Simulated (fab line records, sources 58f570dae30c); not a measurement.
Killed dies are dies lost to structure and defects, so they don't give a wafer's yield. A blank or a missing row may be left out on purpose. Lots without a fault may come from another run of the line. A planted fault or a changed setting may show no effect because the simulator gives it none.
A sampling plan put to the test | flow berkeley_cmos170 | one fab line, 25 faults that these records tell of, each judged on the records of the lots that it struck; 2 more are left out, because the records don't allow judging them
The plan is the line's own looks: the steps of the route at which a gauge or an inspection reads the wafer and doesn't change it. A look can be judged if struck wafers have a number there and the file gives its usual mean and standard deviation on fault-free wafers. Caught: at a look after the fault's first step, the mean of the struck wafers lies 4 or more of those standard deviations (sigma) from the usual mean. On the tool: the same test on the tool's own readings at the fault's steps. Another recipe on the struck wafers, or a record that is blank for them alone, also counts as caught.

THE FAULTS, as the simulator had put them in
1. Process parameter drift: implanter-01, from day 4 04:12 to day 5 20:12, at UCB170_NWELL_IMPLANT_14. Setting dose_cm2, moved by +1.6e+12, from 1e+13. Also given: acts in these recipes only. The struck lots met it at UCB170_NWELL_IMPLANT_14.
2. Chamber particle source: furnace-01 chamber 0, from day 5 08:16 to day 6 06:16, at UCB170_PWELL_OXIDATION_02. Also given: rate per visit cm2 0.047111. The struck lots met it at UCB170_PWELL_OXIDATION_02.
3. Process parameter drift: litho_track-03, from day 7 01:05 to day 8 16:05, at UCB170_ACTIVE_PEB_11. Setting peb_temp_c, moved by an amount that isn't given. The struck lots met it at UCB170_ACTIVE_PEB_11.
4. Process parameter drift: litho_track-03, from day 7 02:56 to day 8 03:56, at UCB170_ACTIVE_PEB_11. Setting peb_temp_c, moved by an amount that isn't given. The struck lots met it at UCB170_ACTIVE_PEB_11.
5. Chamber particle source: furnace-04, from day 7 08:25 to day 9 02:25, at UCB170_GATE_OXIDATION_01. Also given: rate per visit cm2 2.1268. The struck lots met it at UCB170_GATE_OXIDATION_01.
6. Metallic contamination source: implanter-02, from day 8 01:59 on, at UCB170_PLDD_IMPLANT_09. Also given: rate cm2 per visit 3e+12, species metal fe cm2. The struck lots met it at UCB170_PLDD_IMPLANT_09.
7. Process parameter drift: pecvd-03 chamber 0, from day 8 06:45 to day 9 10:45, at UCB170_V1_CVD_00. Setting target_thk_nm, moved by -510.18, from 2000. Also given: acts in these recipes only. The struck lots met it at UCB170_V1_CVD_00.
8. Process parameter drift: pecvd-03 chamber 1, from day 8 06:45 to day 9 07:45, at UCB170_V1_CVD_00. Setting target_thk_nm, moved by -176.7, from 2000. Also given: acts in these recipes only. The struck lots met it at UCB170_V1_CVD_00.
9. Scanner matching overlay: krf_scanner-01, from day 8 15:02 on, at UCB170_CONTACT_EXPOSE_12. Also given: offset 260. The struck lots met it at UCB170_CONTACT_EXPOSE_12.
10. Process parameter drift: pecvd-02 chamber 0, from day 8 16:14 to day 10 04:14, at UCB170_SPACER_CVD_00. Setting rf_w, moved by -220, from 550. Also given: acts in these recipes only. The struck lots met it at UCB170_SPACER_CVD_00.
11. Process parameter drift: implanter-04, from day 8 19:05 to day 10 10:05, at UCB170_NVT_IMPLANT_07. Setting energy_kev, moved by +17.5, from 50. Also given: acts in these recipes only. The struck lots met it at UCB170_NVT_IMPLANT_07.
12. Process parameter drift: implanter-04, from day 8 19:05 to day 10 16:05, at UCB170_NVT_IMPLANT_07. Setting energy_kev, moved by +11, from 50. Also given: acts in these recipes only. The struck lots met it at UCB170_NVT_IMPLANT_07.
13. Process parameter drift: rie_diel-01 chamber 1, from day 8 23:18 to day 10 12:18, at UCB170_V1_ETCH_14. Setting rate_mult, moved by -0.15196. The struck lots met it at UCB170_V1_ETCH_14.
14. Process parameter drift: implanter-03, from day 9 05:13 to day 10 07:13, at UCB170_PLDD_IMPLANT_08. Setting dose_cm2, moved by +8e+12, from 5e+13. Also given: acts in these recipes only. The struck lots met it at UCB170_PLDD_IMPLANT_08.
15. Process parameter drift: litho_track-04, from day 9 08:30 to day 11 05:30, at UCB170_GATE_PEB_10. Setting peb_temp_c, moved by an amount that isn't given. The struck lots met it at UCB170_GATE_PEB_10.
16. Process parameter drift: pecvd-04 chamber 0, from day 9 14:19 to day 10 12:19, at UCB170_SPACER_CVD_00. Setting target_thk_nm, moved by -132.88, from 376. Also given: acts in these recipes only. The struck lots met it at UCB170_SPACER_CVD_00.
17. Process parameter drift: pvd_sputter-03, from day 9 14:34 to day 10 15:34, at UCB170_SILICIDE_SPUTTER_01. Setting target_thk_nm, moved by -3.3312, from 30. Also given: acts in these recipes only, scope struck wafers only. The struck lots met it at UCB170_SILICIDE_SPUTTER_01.
18. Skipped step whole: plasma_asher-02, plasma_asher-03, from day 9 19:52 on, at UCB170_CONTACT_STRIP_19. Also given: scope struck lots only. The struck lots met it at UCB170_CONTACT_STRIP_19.
19. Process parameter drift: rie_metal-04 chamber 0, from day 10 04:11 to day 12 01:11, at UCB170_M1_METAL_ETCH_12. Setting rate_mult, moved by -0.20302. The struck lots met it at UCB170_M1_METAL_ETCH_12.
20. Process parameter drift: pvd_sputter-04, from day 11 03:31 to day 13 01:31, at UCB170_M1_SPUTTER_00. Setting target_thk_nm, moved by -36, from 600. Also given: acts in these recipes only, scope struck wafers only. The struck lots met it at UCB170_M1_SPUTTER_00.
21. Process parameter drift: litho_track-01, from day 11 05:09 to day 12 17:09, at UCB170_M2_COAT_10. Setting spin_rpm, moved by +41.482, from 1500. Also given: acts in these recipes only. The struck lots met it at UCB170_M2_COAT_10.
22. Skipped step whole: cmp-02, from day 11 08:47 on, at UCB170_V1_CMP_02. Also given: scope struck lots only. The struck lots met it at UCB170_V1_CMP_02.
23. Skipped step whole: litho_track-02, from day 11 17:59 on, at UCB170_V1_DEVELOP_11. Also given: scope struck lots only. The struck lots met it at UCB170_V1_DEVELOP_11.
24. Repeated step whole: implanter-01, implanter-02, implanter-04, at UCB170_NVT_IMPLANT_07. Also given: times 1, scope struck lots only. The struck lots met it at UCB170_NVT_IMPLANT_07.
25. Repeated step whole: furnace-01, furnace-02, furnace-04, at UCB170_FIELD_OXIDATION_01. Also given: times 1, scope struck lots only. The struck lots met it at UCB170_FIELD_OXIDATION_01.

WHAT THE PLAN SAW
fault | on the tool itself                               | first look that catches it                      | reading, sigma                                 | median hours from its first step to that look | hours from the fault's start to the first struck lot there | judged looks passed uncaught
1     | dose_ions_cm2 +99 or beyond sigma                | UCB170_NWELL_TW_MEAS_16                         | NWELL_TW +6.7                                  | 0.2                                           | 15                                                         | 0
2     | under 2 sigma                                    | none of the 3 looks that can be judged after it | -                                              | -                                             | -                                                          | 3
3     | plate_temp_C -99 or beyond sigma                 | UCB170_ACTIVE_CD_MEAS_13                        | cd_nm +99 or beyond                            | 0.3                                           | 2                                                          | 0
4     | plate_temp_C +41 sigma                           | UCB170_ACTIVE_CD_MEAS_13                        | cd_nm -17                                      | 0.3                                           | 0                                                          | 0
5     | no reading that can be judged                    | not the one look that can be judged after it    | -                                              | -                                             | -                                                          | 1
6     | under 2 sigma                                    | none of the 7 looks that can be judged after it | -                                              | -                                             | -                                                          | 7
7     | under 2 sigma                                    | UCB170_V1_THK_MEAS_01                           | V1_TEOS_THK -21                                | 0.2                                           | 2                                                          | 0
8     | under 2 sigma                                    | UCB170_V1_THK_MEAS_01                           | V1_TEOS_THK -7.3                               | 0.2                                           | 2                                                          | 0
9     | no reading that can be judged                    | UCB170_CONTACT_OVL_MEAS_16                      | CONTACT_OVL +36                                | 0.5                                           | 12                                                         | 0
10    | rf_fwd_power_W -99 or beyond sigma               | UCB170_SPACER_THK_MEAS_01                       | SPACER_TEOS_THK -11                            | 0.0                                           | 27                                                         | 0
11    | beam_energy_keV +99 or beyond sigma              | UCB170_NVT_TW_MEAS_09                           | NVT_TW +12                                     | 0.2                                           | 1                                                          | 0
12    | beam_energy_keV +99 or beyond sigma              | UCB170_NVT_TW_MEAS_09                           | NVT_TW +8.4                                    | 0.2                                           | 1                                                          | 0
13    | under 2 sigma                                    | not the one look that can be judged after it    | -                                              | -                                             | -                                                          | 1
14    | dose_ions_cm2 +99 or beyond sigma                | UCB170_SDANNEAL_RS_MEAS_04                      | PLDD_RS -23                                    | 16.2                                          | 27                                                         | 2
15    | heater_power_total_W +99 or beyond sigma         | UCB170_GATE_CD_MEAS_12                          | cd_nm -26                                      | 0.3                                           | 17                                                         | 0
16    | under 2 sigma                                    | UCB170_SPACER_THK_MEAS_01                       | SPACER_TEOS_THK -30                            | 0.0                                           | 5                                                          | 0
17    | under 2 sigma                                    | UCB170_SILICIDE_RS_MEAS_02                      | SILICIDE_TI_RS +14                             | 0.1                                           | 6                                                          | 0
18    | no reading that can be judged                    | not the one look that can be judged after it    | -                                              | -                                             | -                                                          | 1
19    | under 2 sigma                                    | not the one look that can be judged after it    | strongest: cd_nm at UCB170_M1_CD_MEAS_90, +3.1 | -                                             | -                                                          | 1
20    | under 2 sigma                                    | UCB170_M1_RS_MEAS_01                            | M1_AL_RS +7.5                                  | 0.1                                           | 9                                                          | 0
21    | spin_speed_rpm +41 sigma                         | not the one look that can be judged after it    | -                                              | -                                             | -                                                          | 1
22    | the tool's record is blank for the struck wafers | UCB170_V1_THK_MEAS_04                           | V1_POLISHED_THK +99 or beyond                  | 0.4                                           | 1                                                          | 1
23    | no reading that can be judged                    | no look after it can be judged                  | -                                              | -                                             | -                                                          | 0
24    | no reading that can be judged                    | UCB170_NVT_TW_MEAS_09                           | NVT_TW +35                                     | 0.5                                           | -                                                          | 0
25    | under 2 sigma                                    | UCB170_FIELD_THK_MEAS_02                        | FIELD_OXIDE_THK +31                            | 7.1                                           | -                                                          | 0
A dash: the fault isn't caught, or these records don't give the number.

Caught at a look: 17 of 25. Caught on the tool: 10 of 25. By one or the other: 18 of 25.
Caught on the tool alone: fault 21.
Caught at a look alone: faults 7, 8, 9, 16, 17, 20, 24, 25.
Caught by neither: faults 2, 5, 6, 13, 18, 19, 23.

THINNER SAMPLING
If the look that catches a fault measured only every second or every third lot, by lot number, the first struck lot would be measured this late in the worst case:
fault | struck lots at that look, in order of time | every lot | every second lot | every third lot
1     | L894, L895                                 | 15 h      | 19 h             | may miss all 2
3     | L426, L428                                 | 2 h       | may miss all 2   | may miss all 2
4     | L639, L640, L641                           | 0 h       | 0 h              | 16 h
7     | L993, L996                                 | 2 h       | 24 h             | may miss all 2
8     | L711, L714                                 | 2 h       | 24 h             | may miss all 2
9     | L245, L244, L247, L250                     | 12 h      | 14 h             | may miss all 4
10    | L630                                       | 27 h      | may miss it      | may miss it
11    | L319, L325                                 | 1 h       | may miss all 2   | may miss all 2
12    | L126, L132                                 | 1 h       | may miss all 2   | may miss all 2
14    | L278, L284                                 | 27 h      | may miss all 2   | may miss all 2
15    | L894, L893                                 | 17 h      | 18 h             | may miss all 2
16    | L250, L252                                 | 5 h       | may miss all 2   | may miss all 2
17    | L275, L276                                 | 6 h       | 18 h             | may miss all 2
20    | L984                                       | 9 h       | may miss it      | may miss it
22    | L343, L346                                 | 1 h       | 8 h              | may miss all 2
Hours are from the fault's start to the first struck lot that is measured. The limit of 4 sigma was tested on all struck wafers together, so one lot alone may lie under it. Other struck lots may not be in these records.

THE LONGEST TIMED WAY FROM STEP TO LOOK
Fault 14: a median of 16.2 hours passes between UCB170_PLDD_IMPLANT_08 and UCB170_SDANNEAL_RS_MEAS_04. The looks between them that can be judged stayed within 4 sigma: UCB170_PLDD_TW_MEAS_11, UCB170_NLDD_TW_MEAS_11.
